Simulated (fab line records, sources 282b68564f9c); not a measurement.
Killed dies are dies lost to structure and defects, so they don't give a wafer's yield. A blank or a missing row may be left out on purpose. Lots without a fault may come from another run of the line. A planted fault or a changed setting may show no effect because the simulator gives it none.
fab line records | flow rit_cmos
record lots=6 wafers=18 last_day=7
route steps=202 shown SDANNEAL@156 PSD@157 NSD@158 PLDD@159 NLDD@160 SILICIDE@161 CONTACT@168 M1@184
lots that met no fault: from a run of the same line without faults
start_h: hours from the record's first day to the start of the lot's first wafer shown | wait_h: hours since the lot's step before | " the same as in the row above | L1.1+2: a row that stands for several wafers | - no value, or no start given | * or withheld: withheld | < > ~ a bound
route shown NAME@n: a module of which the file shows steps, and the number in the route of the first | usual: mean/standard deviation of fault-free wafers | same: alike in all rows | chamber/n: place in a boat | sites: the reading at each site | _std_site: their standard deviation | _edge_site: outer sites' mean less inner sites' | radius_mm: how far each site lies from the wafer's centre | mask NAME#n: copy n | behind: the tool/chamber that last shaped the wafer | hold: why the lot was held/for how many hours/how that ended | device: the transistor (n, p or np) that didn't switch | end of line: the same wafers' tests at the end of the route | a step without rows: its recipe alone | killed: dies lost to structure and defects at the first sort, not the wafer's yield | map: a wafer's dies, x killed, . not, _ none there
set.NAME: the setting as run; set.NAME@STEP: as run at that earlier step | model.NAME: the simulator's own value behind a step, which no gauge read
lots at some steps of the route; a table a step, a row a wafer
services: from which hour (start_h, from the record's first day; less than 0 if before it) a tool's chamber was out of use, for how many hours, and why
## steps
# step RIT_SDANNEAL_RTA_03
# recipe temp_c=1050 time_s=5 idle_temp_c=600 ramp_up_c_per_s=342 ramp_down_c_per_s=171 cool_to_c=600 ambient=N2
# usual ramp_down_c_per_s=171.00/0.032 wafer_temp_C_max=1053.6/1.3
# columns lot.wafer tool chamber start_h wait_h ramp_down_c_per_s wafer_temp_C_max
L897.2 rtp_anneal-02 0 85.52 0.0 171.04 1054.4
L897.4 " 0 " " 170.98 1054.4
L897.5 " 0 " " 171.00 1054.4
L901.1 rtp_anneal-02 0 105.88 0.0 171.00 1052.3
L901.3 " 0 " " 170.96 1054.6
L901.6 " 0 " " 170.98 1055.4
L909.1 rtp_anneal-02 0 142.89 0.0 171.03 1054.7
L909.2 " 0 " " 170.99 1054.0
L909.5 " 0 " " 170.99 1054.1
L911.2 rtp_anneal-02 0 156.18 0.0 171.00 1056.2
L911.4 " 0 " " 171.00 1053.3
L911.5 " 0 " " 171.07 1053.6
L912.1 rtp_anneal-01 0 158.25 0.0 171.01 1051.6
L912.2 " 0 " " 171.02 1052.0
L912.5 " 0 " " 170.96 1053.0
L914.2 rtp_anneal-01 0 169.32 0.0 170.99 1053.8
L914.3 " 0 " " 170.99 1052.1
L914.6 " 0 " " 171.06 1052.6
# step RIT_SDANNEAL_RS_MEAS_04
# recipe thk_meas_gauge=four-point-probe
# usual PSD_RS=115.93/0.3
# columns lot.wafer tool chamber start_h wait_h PSD_RS[ohm/sq]
L897.2 film_metro-01 - 85.59 0.1 116.25
L897.4 " - " " 116.35
L897.5 " - " " 116.49
L901.1 film_metro-01 - 105.94 0.0 115.91
L901.3 " - " " 115.86
L901.6 " - " " 116.01
L909.1 film_metro-04 - 142.95 0.0 115.59
L909.2 " - " " 116.05
L909.5 " - " " 115.74
L911.2 film_metro-04 - 156.25 0.1 116.29
L911.4 " - " " 115.78
L911.5 " - " " 116.00
L912.1 film_metro-01 - 158.31 0.0 116.10
L912.2 " - " " 115.87
L912.5 " - " " 116.12
L914.2 film_metro-02 - 169.39 0.1 115.45
L914.3 " - " " 115.59
L914.6 " - " " 115.85
# step RIT_SDANNEAL_RS_MEAS_05
# recipe thk_meas_gauge=four-point-probe
# usual NSD_RS=84.6/0.33
# columns lot.wafer tool chamber start_h wait_h NSD_RS[ohm/sq]
L897.2 film_metro-01 - 85.71 0.1 84.6
L897.4 " - " " 85.1
L897.5 " - " " 85.0
L901.1 film_metro-01 - 106.06 0.1 84.7
L901.3 " - " " 84.5
L901.6 " - " " 84.6
L909.1 film_metro-04 - 143.07 0.1 84.5
L909.2 " - " " 84.5
L909.5 " - " " 84.3
L911.2 film_metro-04 - 156.37 0.1 84.5
L911.4 " - " " 84.6
L911.5 " - " " 84.7
L912.1 film_metro-01 - 158.43 0.1 85.0
L912.2 " - " " 85.2
L912.5 " - " " 85.0
L914.2 film_metro-02 - 169.51 0.1 84.0
L914.3 " - " " 83.9
L914.6 " - " " 84.1
# step RIT_SDANNEAL_RS_MEAS_06
# recipe thk_meas_gauge=four-point-probe
# usual PLDD_RS=178.6/0.53
# columns lot.wafer tool chamber start_h wait_h PLDD_RS[ohm/sq]
L897.2 film_metro-01 - 85.83 0.1 179.5
L897.4 " - " " 178.8
L897.5 " - " " 179.7
L901.1 film_metro-01 - 106.18 0.1 179.0
L901.3 " - " " 178.7
L901.6 " - " " 178.3
L909.1 film_metro-04 - 143.19 0.1 178.8
L909.2 " - " " 178.4
L909.5 " - " " 179.0
L911.2 film_metro-04 - 156.49 0.1 178.6
L911.4 " - " " 178.7
L911.5 " - " " 178.5
L912.1 film_metro-01 - 158.55 0.1 179.3
L912.2 " - " " 179.3
L912.5 " - " " 179.1
L914.2 film_metro-02 - 169.63 0.1 177.9
L914.3 " - " " 178.2
L914.6 " - " " 178.2
# step RIT_SDANNEAL_RS_MEAS_07
# recipe thk_meas_gauge=four-point-probe
# usual NLDD_RS=151.6/0.54
# columns lot.wafer tool chamber start_h wait_h NLDD_RS[ohm/sq]
L897.2 film_metro-01 - 85.95 0.1 151.3
L897.4 " - " " 151.8
L897.5 " - " " 151.4
L901.1 film_metro-01 - 106.30 0.1 151.5
L901.3 " - " " 151.5
L901.6 " - " " 151.5
L909.1 film_metro-04 - 143.31 0.1 150.9
L909.2 " - " " 151.1
L909.5 " - " " 151.0
L911.2 film_metro-04 - 156.61 0.1 151.1
L911.4 " - " " 152.0
L911.5 " - " " 150.9
L912.1 film_metro-01 - 158.67 0.1 152.0
L912.2 " - " " 152.6
L912.5 " - " " 152.3
L914.2 film_metro-02 - 169.75 0.1 152.3
L914.3 " - " " 151.3
L914.6 " - " " 151.6
# step RIT_SILICIDE_WET_ETCH_00
# recipe chemistry=BOE target=SiO2 target_depth_nm=14 time_s=15 dry=n2_spin dilution=10:1 temp_c=21.5
# step RIT_SILICIDE_SPUTTER_01
# recipe material=Ti target_thk_nm=30 power_w=350 chamber_pressure_pa=0.667 gas=Ar time_s=240 substrate_temp_c=25
# usual throttle_valve_pct=30.2/1.1
# columns lot.wafer tool chamber start_h wait_h throttle_valve_pct
L897.2 pvd_sputter-04 - 86.06 0.0 30.4
L897.4 " - " " 31.0
L897.5 " - " " 30.3
L901.1 pvd_sputter-04 - 106.43 0.0 29.1
L901.3 " - " " 31.2
L901.6 " - " " 31.4
L909.1 pvd_sputter-03 - 143.44 0.0 30.8
L909.2 " - " " 32.1
L909.5 " - " " 29.7
L911.2 pvd_sputter-04 - 156.72 0.0 29.2
L911.4 " - " " 29.8
L911.5 " - " " 30.5
L912.1 pvd_sputter-02 - 158.80 0.0 29.2
L912.2 " - " " 31.6
L912.5 " - " " 29.3
L914.2 pvd_sputter-03 - 169.86 0.0 32.1
L914.3 " - " " 29.6
L914.6 " - " " 32.2
# step RIT_SILICIDE_RS_MEAS_02
# recipe thk_meas_gauge=four-point-probe reads=Ti_of_SILICIDE_SPUTTER_01
# usual SILICIDE_TI_RS=47.7/0.72
# columns lot.wafer tool chamber start_h wait_h SILICIDE_TI_RS[ohm/sq]
L897.2 film_metro-04 - 86.23 0.1 47.6
L897.4 " - " " 48.2
L897.5 " - " " 47.6
L901.1 film_metro-02 - 106.58 0.1 47.3
L901.3 " - " " 48.0
L901.6 " - " " 47.8
L909.1 film_metro-02 - 143.59 0.1 48.2
L909.2 " - " " 49.1
L909.5 " - " " 48.1
L911.2 film_metro-02 - 156.89 0.1 47.3
L911.4 " - " " 47.6
L911.5 " - " " 47.5
L912.1 film_metro-03 - 158.95 0.1 47.0
L912.2 " - " " 47.5
L912.5 " - " " 47.2
L914.2 film_metro-03 - 170.03 0.1 47.9
L914.3 " - " " 47.6
L914.6 " - " " 48.4
# step RIT_SILICIDE_THK_MEAS_03
# recipe thk_meas_gauge=xrf reads=Ti_of_SILICIDE_SPUTTER_01
# usual SILICIDE_TI_THK=29.6/0.39
# columns lot.wafer tool chamber start_h wait_h SILICIDE_TI_THK[nm]
L897.2 film_metro-04 - 86.34 0.1 29.6
L897.4 " - " " 29.5
L897.5 " - " " 29.8
L901.1 film_metro-02 - 106.70 0.1 29.6
L901.3 " - " " 29.2
L901.6 " - " " 29.4
L909.1 film_metro-02 - 143.71 0.1 29.2
L909.2 " - " " 28.9
L909.5 " - " " 29.5
L911.2 film_metro-02 - 157.00 0.1 29.7
L911.4 " - " " 29.5
L911.5 " - " " 29.7
L912.1 film_metro-03 - 159.07 0.1 30.0
L912.2 " - " " 29.6
L912.5 " - " " 29.8
L914.2 film_metro-03 - 170.14 0.1 29.4
L914.3 " - " " 29.9
L914.6 " - " " 29.4
# step RIT_SILICIDE_RTA_04
# recipe temp_c=650 time_s=10 idle_temp_c=25 ramp_up_s=5 ramp_down_s=5 cool_to_c=25 ambient=N2
# usual wafer_temp_C_max=652.2/0.52
# columns lot.wafer tool chamber start_h wait_h wafer_temp_C_max
L897.2 rtp_anneal-01 0 86.40 0.1 652.0
L897.4 " 0 " " 651.4
L897.5 " 0 " " 651.5
L901.1 rtp_anneal-01 0 106.76 0.1 651.7
L901.3 " 0 " " 651.8
L901.6 " 0 " " 651.9
L909.1 rtp_anneal-01 0 143.77 0.1 651.7
L909.2 " 0 " " 651.6
L909.5 " 0 " " 651.8
L911.2 rtp_anneal-01 0 157.06 0.1 651.7
L911.4 " 0 " " 651.4
L911.5 " 0 " " 652.2
L912.1 rtp_anneal-02 0 159.13 0.1 652.0
L912.2 " 0 " " 652.6
L912.5 " 0 " " 653.3
L914.2 rtp_anneal-02 0 170.20 0.1 652.4
L914.3 " 0 " " 652.7
L914.6 " 0 " " 653.2
# step RIT_SILICIDE_WET_ETCH_05
# recipe chemistry=SPM target=Ti temp_c=90 time_s=120 dry=n2_spin
# step RIT_SILICIDE_RTA_06
# recipe temp_c=750 time_s=10 idle_temp_c=25 ramp_up_s=5 ramp_down_s=10 cool_to_c=25 ambient=N2
# usual wafer_temp_C_max=752.5/0.6
# columns lot.wafer tool chamber start_h wait_h wafer_temp_C_max
L897.2 rtp_anneal-02 0 86.51 0.0 753.1
L897.4 " 0 " " 753.7
L897.5 " 0 " " 752.2
L901.1 rtp_anneal-02 0 106.87 0.0 752.4
L901.3 " 0 " " 753.7
L901.6 " 0 " " 753.1
L909.1 rtp_anneal-02 0 143.88 0.0 753.0
L909.2 " 0 " " 752.1
L909.5 " 0 " " 752.9
L911.2 rtp_anneal-02 0 157.17 0.0 752.6
L911.4 " 0 " " 752.6
L911.5 " 0 " " 752.4
L912.1 rtp_anneal-01 0 159.24 0.0 751.9
L912.2 " 0 " " 752.3
L912.5 " 0 " " 752.5
L914.2 rtp_anneal-01 0 170.31 0.0 751.9
L914.3 " 0 " " 751.8
L914.6 " 0 " " 751.9
# step RIT_CONTACT_CVD_00
# recipe material=SiO2 target_thk_nm=400 precursor=TEOS temp_c=390 time_s=61 rf_w=400
# usual heater_power_w=313/45
# columns lot.wafer tool chamber start_h wait_h heater_power_w model.SiO2_of_CONTACT_CVD_00.thk_nm
L897.2 pecvd-03 2 86.57 0.0 359 398.9
L897.4 " 1 " " 310 400.4
L897.5 " 2 " " 382 404.2
L901.1 pecvd-02 2 106.94 0.1 285 391.7
L901.3 " 0 " " 352 389.7
L901.6 " 0 " " 364 396.4
L909.1 pecvd-03 2 143.95 0.1 409 415.2
L909.2 " 1 " " 302 393.9
L909.5 " 0 " " 262 397.2
L911.2 pecvd-01 1 157.23 0.0 269 399
L911.4 " 0 " " 312 404.9
L911.5 " 2 " " 306 408.7
L912.1 pecvd-03 1 159.31 0.1 249 399.8
L912.2 " 0 " " 229 399.2
L912.5 " 2 " " 411 425.2
L914.2 pecvd-01 0 170.36 0.0 251 394.1
L914.3 " 1 " " 271 397.5
L914.6 " 2 " " 317 407.8
# step RIT_CONTACT_THK_MEAS_01
# recipe reads=SiO2_of_CONTACT_CVD_00
# usual CONTACT_TEOS_THK=399/4.7
# columns lot.wafer tool chamber start_h wait_h CONTACT_TEOS_THK[nm]
L897.2 film_metro-01 - 86.63 0.0 399
L897.4 " - " " 400
L897.5 " - " " 404
L901.1 film_metro-03 - 106.99 0.0 392
L901.3 " - " " 390
L901.6 " - " " 397
L909.1 film_metro-03 - 144.00 0.0 415
L909.2 " - " " 394
L909.5 " - " " 397
L911.2 film_metro-03 - 157.29 0.0 399
L911.4 " - " " 405
L911.5 " - " " 408
L912.1 film_metro-01 - 159.36 0.0 399
L912.2 " - " " 399
L912.5 " - " " 425
L914.2 film_metro-03 - 170.42 0.0 394
L914.3 " - " " 398
L914.6 " - " " 408
# step RIT_CONTACT_HMDS_02
# recipe prime_time_s=60 prime_temp_c=140
# step RIT_CONTACT_COAT_03
# recipe resist=NOVOLAK spin_rpm=3250 resist_thk_nm=1000
# step RIT_CONTACT_SOFTBAKE_04
# recipe resist=NOVOLAK temp_c=90 time_s=60
# step RIT_CONTACT_EXPOSE_05
# recipe mask_id=M11 na=0.6 source_shape=conventional sigma_outer=0.5 target_cd_nm=1000 dose_mj=250
# step RIT_CONTACT_PEB_06
# recipe resist=NOVOLAK temp_c=withheld time_s=withheld
# step RIT_CONTACT_DEVELOP_07
# recipe resist=NOVOLAK develop_time_s=120 dev_temp_c=23
# step RIT_CONTACT_CD_MEAS_08
# recipe target_cd_nm=1000
# usual cd_nm=1000.1/1.9
# columns lot.wafer tool chamber start_h wait_h cd_nm
L897.2 cd_sem-02 - 87.66 - 999.4
L897.4 " - " " 1000.1
L897.5 " - " " 1001.0
L901.1 cd_sem-02 - 108.14 - 999.5
L901.3 " - " " 998.3
L901.6 " - " " 1000.3
L909.1 cd_sem-01 - 145.02 - 997.1
L909.2 " - " " 996.7
L909.5 " - " " 998.2
L911.2 cd_sem-01 - 158.32 - 998.1
L911.4 " - " " 998.8
L911.5 " - " " 998.6
L912.1 cd_sem-01 - 160.51 - 1001.3
L912.2 " - " " 999.8
L912.5 " - " " 1001.1
L914.2 cd_sem-02 - 171.72 - 996.8
L914.3 " - " " 996.1
L914.6 " - " " 995.9
# step RIT_CONTACT_OVL_MEAS_09
# usual CONTACT_OVL=0.7/1.2
# columns lot.wafer tool chamber start_h wait_h CONTACT_OVL[nm]
L897.2 overlay-01 - 87.77 0.1 0.2
L897.4 " - " " 0.9
L897.5 " - " " 0.5
L901.1 overlay-02 - 108.26 0.1 -0.6
L901.3 " - " " -0.1
L901.6 " - " " -1.1
L909.1 overlay-01 - 145.14 0.1 0.7
L909.2 " - " " 3.1
L909.5 " - " " 0.6
L911.2 overlay-01 - 158.43 0.1 2.2
L911.4 " - " " 2.4
L911.5 " - " " 2.8
L912.1 overlay-01 - 160.63 0.1 -1.4
L912.2 " - " " 0.1
L912.5 " - " " -0.7
L914.2 overlay-01 - 171.83 0.1 0.0
L914.3 " - " " 0.6
L914.6 " - " " 0.1
# step RIT_CONTACT_HARDBAKE_10
# recipe resist=NOVOLAK temp_c=140 time_s=60
# step RIT_CONTACT_ETCH_11
# recipe target_depth_a=4800 over_etch_frac=0.2 stop_on=TiSi2 chemistry=CHF3/CF4/Ar target=SiO2 CHF3_flow_sccm=50 cf4_flow_sccm=10 Ar_flow_sccm=100 O2_flow_sccm=5 pressure_mtorr=100 rf_w=200 time_s=320
# usual drypump_motor_current_A=5.8/0.36 oes_product_au=0.995/0.016 throttle_valve_pct=8.90/0.1
# columns lot.wafer tool chamber start_h wait_h drypump_motor_current_A oes_product_au rf_hours_counter_h throttle_valve_pct model.CONTACT.feature_depth_nm model.etch.depth_nm
L897.2 rie_diel-01 3 87.95 0.1 5.2 1.007 6 8.96 399 398.9
L897.4 " 2 " " 6.5 0.988 143 9.08 400.4 400.4
L897.5 " 1 " " 5.9 1.009 - 8.82 404.2 404.2
L901.1 rie_diel-03 3 108.54 0.1 5.8 1.003 27 8.83 391.7 391.7
L901.3 " 2 " " 5.8 0.989 6 8.81 389.7 389.7
L901.6 " 0 " " 5.8 0.986 - 8.85 396.4 396.4
L909.1 rie_diel-01 2 145.33 0.1 6.5 0.988 144 9.06 415.2 415.2
L909.2 " 1 " " 6.0 1.013 9 8.81 393.9 393.9
L909.5 " 0 " " 5.7 1.019 - 8.89 397.2 397.2
L911.2 rie_diel-03 2 158.61 0.1 5.9 0.987 8 8.81 399 399
L911.4 " 1 " " 5.4 0.985 0 8.66 404.9 404.9
L911.5 " 0 " " 5.8 0.985 - 8.84 408.7 408.7
L912.1 rie_diel-01 2 160.89 0.1 6.5 0.982 145 9.06 399.8 399.8
L912.2 " 0 " " 5.7 1.006 94 8.91 399.2 399.2
L912.5 " 0 " " 5.7 1.014 - 8.90 425.2 425.2
L914.2 rie_diel-01 2 172.01 0.1 6.5 0.986 145 9.05 394.1 394.1
L914.3 " 3 " " 5.2 1.007 8 8.95 397.5 397.5
L914.6 " 2 " " 6.5 0.987 - 9.07 407.8 407.8
# step RIT_CONTACT_STRIP_12
# recipe chemistry=O2 time_s=180 resist=NOVOLAK platen_temp_c=withheld power_w=500 pressure_mtorr=4000 o2_flow_sccm=4000
# usual drypump_motor_current_A=5.7/0.31
# columns lot.wafer tool chamber start_h wait_h drypump_motor_current_A rf_hours_counter_h
L897.2 plasma_asher-02 0 88.14 0.1 5.6 46
L897.4 " 0 " " 5.6 -
L897.5 " 0 " " 5.6 -
L901.1 plasma_asher-03 0 108.73 0.1 5.5 31
L901.3 " 1 " " 5.4 -
L901.6 " 1 " " 5.4 -
L909.1 plasma_asher-03 0 145.52 0.1 5.5 36
L909.2 " 1 " " 5.4 36
L909.5 " 1 " " 5.4 -
L911.2 plasma_asher-04 1 158.80 0.1 6.5 4
L911.4 " 1 " " 6.4 -
L911.5 " 1 " " 6.5 -
L912.1 plasma_asher-02 1 161.09 0.1 5.7 54
L912.2 " 0 " " 5.6 54
L912.5 " 0 " " 5.6 -
L914.2 plasma_asher-02 0 172.20 0.1 5.6 55
L914.3 " 1 " " 5.8 -
L914.6 " 0 " " 5.6 -
# step RIT_CONTACT_CD_MEAS_90
# recipe target_cd_nm=1000
# usual cd_nm=1000.2/2
# columns lot.wafer tool chamber start_h wait_h cd_nm
L897.2 cd_sem-02 - 88.34 0.1 999.4
L897.4 " - " " 1000.3
L897.5 " - " " 1001.1
L901.1 cd_sem-02 - 108.90 0.1 1000.4
L901.3 " - " " 999.0
L901.6 " - " " 1000.7
L909.1 cd_sem-02 - 145.70 0.1 997.9
L909.2 " - " " 996.5
L909.5 " - " " 997.9
L911.2 cd_sem-01 - 159.00 0.1 998.7
L911.4 " - " " 999.5
L911.5 " - " " 998.3
L912.1 cd_sem-02 - 161.26 0.1 1001.5
L912.2 " - " " 999.4
L912.5 " - " " 1000.7
L914.2 cd_sem-01 - 172.40 0.1 996.9
L914.3 " - " " 995.5
L914.6 " - " " 996.3
# step RIT_CONTACT_CLEAN_13
# recipe chemistry=SC1 mix=3:3:50 time_s=600 temp_c=75
# step RIT_CONTACT_CLEAN_14
# recipe chemistry=SC2 mix=3:3:50 time_s=600 temp_c=75 dry=n2_spin
# step RIT_M1_SPUTTER_00
# recipe material=Al target_thk_nm=400 power_w=2000 chamber_pressure_pa=0.4 gas=Ar time_s=500 substrate_temp_c=25
# step RIT_M1_RS_MEAS_01
# recipe thk_meas_gauge=four-point-probe reads=Al_of_M1_SPUTTER_00
# usual M1_AL_RS=0.0737/0.00072
# columns lot.wafer tool chamber start_h wait_h M1_AL_RS[ohm/sq]
L897.2 film_metro-04 - 89.10 0.2 0.0747
L897.4 " - " " 0.0743
L897.5 " - " " 0.0748
L901.1 film_metro-02 - 109.67 0.1 0.0722
L901.3 " - " " 0.0726
L901.6 " - " " 0.0727
L909.1 film_metro-02 - 146.46 0.1 0.0752
L909.2 " - " " 0.0761
L909.5 " - " " 0.0742
L911.2 film_metro-02 - 159.78 0.2 0.0736
L911.4 " - " " 0.0734
L911.5 " - " " 0.0738
L912.1 film_metro-01 - 162.06 0.1 0.0727
L912.2 " - " " 0.0738
L912.5 " - " " 0.0735
L914.2 film_metro-04 - 173.16 0.2 0.0733
L914.3 " - " " 0.0748
L914.6 " - " " 0.0743
# step RIT_M1_THK_MEAS_02
# recipe thk_meas_gauge=xrf reads=Al_of_M1_SPUTTER_00
# usual M1_AL_THK=396/4.8
# columns lot.wafer tool chamber start_h wait_h M1_AL_THK[nm]
L897.2 film_metro-04 - 89.21 0.1 391
L897.4 " - " " 393
L897.5 " - " " 391
L901.1 film_metro-02 - 109.79 0.1 402
L901.3 " - " " 398
L901.6 " - " " 399
L909.1 film_metro-02 - 146.58 0.1 384
L909.2 " - " " 380
L909.5 " - " " 391
L911.2 film_metro-02 - 159.89 0.1 390
L911.4 " - " " 394
L911.5 " - " " 393
L912.1 film_metro-01 - 162.18 0.1 405
L912.2 " - " " 400
L912.5 " - " " 403
L914.2 film_metro-04 - 173.27 0.1 400
L914.3 " - " " 393
L914.6 " - " " 395
# step RIT_M1_HMDS_03
# recipe prime_time_s=60 prime_temp_c=140
# step RIT_M1_COAT_04
# recipe resist=NOVOLAK spin_rpm=2000 resist_thk_nm=1300
# step RIT_M1_SOFTBAKE_05
# recipe resist=NOVOLAK temp_c=90 time_s=60
# step RIT_M1_EXPOSE_06
# recipe mask_id=M12 na=0.6 source_shape=conventional sigma_outer=0.5 target_cd_nm=2600 dose_mj=250
# step RIT_M1_PEB_07
# recipe resist=NOVOLAK temp_c=withheld time_s=withheld
# step RIT_M1_DEVELOP_08
# recipe resist=NOVOLAK develop_time_s=68 dev_temp_c=23
# step RIT_M1_CD_MEAS_09
# recipe target_cd_nm=2600
# usual cd_nm=2599.4/2.2
# columns lot.wafer tool chamber start_h wait_h cd_nm
L897.2 cd_sem-02 - 90.41 - 2599.2
L897.4 " - " " 2598.7
L897.5 " - " " 2600.0
L901.1 cd_sem-02 - 110.73 - 2598.5
L901.3 " - " " 2598.2
L901.6 " - " " 2597.1
L909.1 cd_sem-01 - 147.52 - 2600.7
L909.2 " - " " 2599.5
L909.5 " - " " 2601.1
L911.2 cd_sem-02 - 160.84 - 2598.3
L911.4 " - " " 2596.0
L911.5 " - " " 2596.7
L912.1 cd_sem-02 - 163.15 - 2598.8
L912.2 " - " " 2597.3
L912.5 " - " " 2599.5
L914.2 cd_sem-02 - 174.22 - 2600.7
L914.3 " - " " 2598.6
L914.6 " - " " 2601.6
# step RIT_M1_OVL_MEAS_10
# usual M1_OVL=1.0/1.5
# columns lot.wafer tool chamber start_h wait_h M1_OVL[nm]
L897.2 overlay-02 - 90.51 0.1 -0.4
L897.4 " - " " -0.5
L897.5 " - " " -1.0
L901.1 overlay-01 - 110.85 0.1 0.8
L901.3 " - " " -0.2
L901.6 " - " " 0.8
L909.1 overlay-01 - 147.64 0.1 1.9
L909.2 " - " " 2.2
L909.5 " - " " 1.8
L911.2 overlay-01 - 160.95 0.1 -0.8
L911.4 " - " " -0.4
L911.5 " - " " 0.5
L912.1 overlay-01 - 163.27 0.1 0.7
L912.2 " - " " 2.4
L912.5 " - " " 2.9
L914.2 overlay-02 - 174.33 0.1 3.2
L914.3 " - " " 1.3
L914.6 " - " " -0.2
# step RIT_M1_HARDBAKE_11
# recipe resist=NOVOLAK temp_c=140 time_s=120
# step RIT_M1_METAL_ETCH_12
# recipe stop_on=SiO2 chemistry=Cl2/BCl3 target=Al time_s=165 over_etch_frac=0.5 pressure_mtorr=100 target_depth_a=6000 rf_w=250 Cl2_flow_sccm=60 bcl3_flow_sccm=50
# usual drypump_motor_current_A=6.1/0.36 mfc_cl2_sccm=60.03/0.16 oes_product_au=0.774/0.015 throttle_valve_pct=8.24/0.079
# columns lot.wafer tool chamber start_h wait_h drypump_motor_current_A mfc_cl2_sccm oes_product_au rf_hours_counter_h throttle_valve_pct model.SiO2_of_CONTACT_CVD_00.thk_nm
L897.2 rie_metal-04 0 90.79 0.2 6.4 60.03 0.751 3 8.14 363.4
L897.4 " 1 " " 5.8 60.07 0.778 - 8.22 364
L897.5 " 0 " " 6.4 60.19 0.757 - 8.13 368.5
L901.1 rie_metal-03 0 111.14 0.2 6.3 59.90 0.787 36 8.36 353.9
L901.3 " 1 " " 6.4 59.82 0.766 - 8.21 351.9
L901.6 " 0 " " 6.3 59.97 0.785 - 8.36 358.6
L909.1 rie_metal-01 0 147.93 0.2 5.7 59.94 0.792 1 8.35 379
L909.2 " 1 " " 5.4 60.24 0.779 1 8.23 355.7
L909.5 " 0 " " 5.7 60.02 0.794 - 8.34 361.2
L911.2 rie_metal-03 0 161.23 0.2 6.3 60.02 0.754 0 8.36 360.4
L911.4 " 0 " " 6.3 60.18 0.772 - 8.36 366.6
L911.5 " 1 " " 6.4 59.88 0.758 - 8.20 371.2
L912.1 rie_metal-01 1 163.56 0.2 5.4 60.19 0.791 1 8.24 361.5
L912.2 " 0 " " 5.7 59.73 0.793 1 8.34 362.6
L912.5 " 0 " " 5.7 60.09 0.794 - 8.33 388.9
L914.2 rie_metal-03 1 174.61 0.2 6.4 60.04 0.766 0 8.20 356.8
L914.3 " 1 " " 6.4 59.92 0.761 - 8.21 360
L914.6 " 1 " " 6.4 60.04 0.754 - 8.23 370.4
# step RIT_M1_STRIP_13
# recipe chemistry=nmp resist=NOVOLAK temp_c=80 time_s=600 dry=n2_spin
# step RIT_M1_PROBE_99
# usual killed_at_contacts=0.1/0.25 killed_at_front_end=6.8/2.7 killed_dies=6.8/2.7 killed_open=3.4/1.8 killed_short=3.5/1.7
# same gross_dies=264 killed_at_M0_to_M3=0 killed_at_M4_up=0 killed_at_back_side=0 killed_at_other=0
# columns lot.wafer tool chamber start_h wait_h killed_at_contacts killed_at_front_end killed_dies killed_open killed_short
L909.1 prober-01 - 150.18 0.1 0 5 5 1 4
L909.2 prober-01 - 150.23 0.1 0 6 6 3 3
L909.5 prober-01 - 150.38 0.2 0 7 7 5 2
L912.1 prober-02 - 165.93 0.1 0 8 8 4 4
L912.2 prober-02 - 165.98 0.1 0 7 7 1 6
L912.5 prober-02 - 166.13 0.2 0 3 3 2 1
# killed by level:class
L909.1 FOX1:geometric_particle:short=2 FOX1:geometric_particle:open=1 GATE:geometric_particle:short=1 REOX:geometric_particle:short=1
L909.2 FOX1:geometric_particle:open=2 SILICIDE:geometric_particle:short=2 FOX2:geometric_particle:short=1 REOX:geometric_particle:open=1
L909.5 SPACER:geometric_particle:open=2 SILICIDE:geometric_particle:open=2 FOX1:geometric_particle:open=1 FOX1:geometric_particle:short=1 SILICIDE:geometric_particle:short=1
L912.1 GATE:geometric_particle:open=3 REOX:geometric_particle:short=2 FOX1:geometric_particle:short=1 SILICIDE:geometric_particle:short=1 SILICIDE:geometric_particle:open=1
L912.2 FOX2:geometric_particle:short=4 GATE:geometric_particle:short=1 SILICIDE:geometric_particle:short=1 SILICIDE:geometric_particle:open=1
L912.5 REOX:geometric_particle:open=2 REOX:geometric_particle:short=1
## services
# columns tool chamber start_h hours kind
rtp_anneal-01 - 66.52 0.7 pm
pecvd-01 - 67.24 0.8 repair
pecvd-01 - 71.22 28.1 pm
plasma_asher-04 - 78.79 21.3 repair
pvd_sputter-04 - 87.40 3.9 repair
rie_diel-01 3 95.37 2.0 repair
pvd_sputter-04 - 100.84 0.8 repair
rie_diel-01 1 107.04 16.2 repair
plasma_asher-04 - 108.75 9.0 pm
rie_metal-03 - 124.72 1.1 repair
plasma_asher-02 - 126.35 4.3 pm
pecvd-03 - 128.55 0.3 repair
pvd_sputter-02 - 129.59 12.5 repair
rie_metal-03 - 136.12 20.0 pm
rie_metal-03 0 136.12 20.0 vent_cycle
rie_metal-03 1 136.12 20.0 vent_cycle
pvd_sputter-03 - 139.66 2.1 repair
pvd_sputter-02 - 142.72 5.9 repair
pvd_sputter-03 - 148.31 17.6 repair
rie_metal-03 0 156.12 - clean
rie_diel-03 - 163.90 0.6 repair
rie_diel-03 0 164.78 6.3 repair
rie_diel-03 - 168.30 0.4 repair
rie_diel-01 1 171.50 2.0 repair
## key
first_sign step=RIT_CONTACT_THK_MEAS_01 reading=CONTACT_TEOS_THK direction=up sigmas=4.6 usual=399 struck=420
effect none on later readings
model_effect step=RIT_CONTACT_CVD_00 value=SiO2_of_CONTACT_CVD_00.thk_nm without=399.6 struck=420.2
model_effect step=RIT_CONTACT_ETCH_11 value=CONTACT.feature_depth_nm without=399.6 struck=420.2
model_effect step=RIT_M1_METAL_ETCH_12 value=SiO2_of_CONTACT_CVD_00.thk_nm without=363.4 struck=384
met_at RIT_CONTACT_CVD_00
struck_wafers L909.1,L912.5
tester_left_out L909,L912
onset_between 86.57 143.95
fault kind=process_parameter_drift tool=pecvd-03 chamber=2 onset_h=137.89 steps=RIT_CONTACT_CVD_00 channel=target_thk_nm offset=20.58 shape=step end_h=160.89 stated=400
# tester_left_out: of these lots the tester's yield and bins aren't shown, on N5 and GAA mostly nor the transistor test; their killed dies are dies lost to structure and defects alone, not to doping, threshold or leakage, so they don't give the yield
